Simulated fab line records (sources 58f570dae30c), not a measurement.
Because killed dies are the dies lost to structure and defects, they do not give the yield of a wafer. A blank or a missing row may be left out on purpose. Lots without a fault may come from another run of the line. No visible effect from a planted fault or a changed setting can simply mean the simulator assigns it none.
What tool caused it? | flow berkeley_cmos170 | 39 wafers from 13 lots sampled at 2 of the route's 331 steps

WHAT EACH GAUGE READ, for each wafer
UCB170_ACTIVE_CD_MEAS_13: target cd 1200 nm.
lot  | measured    | on        | cd_nm (nm)
L894 | day 4 15:46 | cd_sem-01 | 1203.4 1201.4 1202.3
L896 | day 5 12:34 | cd_sem-01 | 1200.7 1199.7 1199.2
L898 | day 5 13:32 | cd_sem-02 | 1200.4 1199.6 1201.1
L902 | day 6 17:14 | cd_sem-02 | 1200.0 1201.8 1202.5
L903 | day 6 17:31 | cd_sem-02 | 1283.3 1285.3 1283.6
L901 | day 6 17:46 | cd_sem-01 | 1203.2 1203.0 1202.8
L910 | day 8 03:04 | cd_sem-01 | 1199.4 1198.4 1199.5
L909 | day 8 03:10 | cd_sem-02 | 1201.2 1200.3 1200.6
L912 | day 8 04:30 | cd_sem-01 | 1198.8 1198.5 1198.5
L915 | day 9 02:09 | cd_sem-02 | 1199.6 1198.4 1198.6
L913 | day 9 02:16 | cd_sem-02 | 1200.5 1202.3 1201.5
L914 | day 9 02:32 | cd_sem-01 | 1201.5 1200.3 1201.8
L916 | day 9 14:56 | cd_sem-01 | 1198.9 1200.2 1200.0

EACH LOT AND THE TOOL THAT RAN IT (in order: tool; ch and the chambers of the sampled wafers; start)
lot  | UCB170_ACTIVE_EXPOSE_10
L894 | krf_scanner-02 ch 0, day 4 15:22
L896 | krf_scanner-01 ch 0, day 5 12:10
L898 | krf_scanner-01 ch 0, day 5 12:17
L902 | krf_scanner-01 ch 0, day 6 16:14
L903 | krf_scanner-01 ch 0, day 6 16:31
L901 | krf_scanner-01 ch 0, day 6 16:37
L910 | krf_scanner-02 ch 0, day 8 02:11
L909 | krf_scanner-01 ch 0, day 8 02:34
L912 | krf_scanner-01 ch 0, day 8 03:08
L915 | krf_scanner-01 ch 0, day 9 01:29
L913 | krf_scanner-02 ch 0, day 9 01:44
L914 | krf_scanner-02 ch 0, day 9 01:55
L916 | krf_scanner-02 ch 0, day 9 14:25
- UCB170_ACTIVE_EXPOSE_10: exposes mask ACTIVE, target cd 1200 nm.

AS READ BY THE TOOLS THEMSELVES (means over the sampled wafers that have a number; for cases with no such wafer, the mark the record gives instead)
The record holds no such reading with a usual standard deviation.

THE ANSWER, worked out from the rows above alone
Rule: usual is defined by the lots themselves. The widest of any qualifying gaps counts: lots, ordered by their means at a reading, are off when they make up no more than a third of the lots, leave a main group of 4 or more, and stand apart from it by 3 or more times the standard deviation of that group's means. If all means in a main group match to the digits the tables above print for the reading, that group is not used. Also off: a lot with no number at a reading for which 4 or more lots have one. The other lots that the step has rows for count as sound. After the gauges, taken in route order, come the tools' own readings; for these a lot's mean is taken, as printed above. The first step at which some lot is off is used, and at that step the reading that is off furthest; a lot without a number counts as furthest.
Off: L903, at UCB170_ACTIVE_CD_MEAS_13 (cd_nm). The main group: mean 1200.6 nm, standard deviation 1.3.
A tool fits if, at a process step before that reading, it ran every lot that is off, and no sound lot after the first of them. Those tools and the gauges at UCB170_ACTIVE_CD_MEAS_13 are tried in the same way. No candidate that was tried fits.

WHAT THE SIMULATOR HAD INSERTED
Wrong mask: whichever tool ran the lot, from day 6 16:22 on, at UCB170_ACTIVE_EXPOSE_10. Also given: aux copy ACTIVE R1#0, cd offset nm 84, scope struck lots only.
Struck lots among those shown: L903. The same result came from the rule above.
